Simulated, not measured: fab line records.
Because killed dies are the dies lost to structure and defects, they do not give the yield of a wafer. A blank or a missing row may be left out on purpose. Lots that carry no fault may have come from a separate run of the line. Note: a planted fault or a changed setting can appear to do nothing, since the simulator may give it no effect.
Code-filled problem report in 8D (eight disciplines) form	flow berkeley_cmos170	the parts of the form that need people (team, actions taken, sign-off) are left out

1. WHAT IS WRONG
Wafers without a fault read 10.000, standard deviation 0.003; beam_energy_keV at UCB170_PLDD_IMPLANT_09 reads a mean of 10.537 on 6 wafers belonging to 2 lots. So: +99 or more standard deviations from the usual mean.
First observed at day 11 05:04: wafer L352.1, on implanter-03. Wafers with a number at this step in the record: 18, from 6 lots. Rule for "out", or "out of limits": more than 4 standard deviations from the usual mean. The other wafers with a number count as sound.

2. WHAT IT IS; WHAT IT IS NOT
question	is	is not
which readings at this step	beam_energy_keV	-
which lots	L350, L352	L339, L343, L354, L358
which wafers of those lots	all that have a number	-
read on which tools	implanter-03	implanter-02, implanter-04
when	from day 11 05:04	up to then (6 sound wafers); but 6 sound wafers of L354, L358 came after

3. THE SUSPECTS, EACH WITH WHAT RULES IT OUT
Counting: a tool at a process step up to the reading stays a suspect if it ran every lot that is out and no sound lot after the first of them.
- implanter-03 at UCB170_PLDD_IMPLANT_09: kept. Every lot that is out went through it, starting with L352 (day 11 05:04), and after that it ran no sound lot; the last sound lot it ran before then is L343 (day 9 02:47). Its own beam_energy_keV readings are out on those wafers.
The count leaves implanter-03 at UCB170_PLDD_IMPLANT_09.

4. THE CAUSE (what the simulator had put in)
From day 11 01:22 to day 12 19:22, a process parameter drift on implanter-03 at UCB170_PLDD_IMPLANT_09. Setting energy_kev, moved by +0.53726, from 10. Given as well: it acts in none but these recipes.
The count eliminated every tool but this one.

5. THE CHAIN OF EFFECTS, in route order
Each row: a reading whose mean over the struck wafers that have a number lies more than 3 standard deviations from the usual. Only readings for which the record gives a usual standard deviation are gone through. hours: the time from each lot's start at the first step in this table that gives one to its start at this step, as a median over the lots. sigmas: the change in usual standard deviations.
hours	step	reading	usual	on struck wafers	change	sigmas
0	UCB170_PLDD_IMPLANT_09	beam_energy_keV	10.000	10.537	+0.537	+99 or more
The process steps in it:
- UCB170_PLDD_IMPLANT_09

6. WHAT WOULD HAVE CAUGHT IT SOONER
The fault began at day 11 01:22; the first out-of-limits reading in this record came at day 11 05:04, 4 hours later.
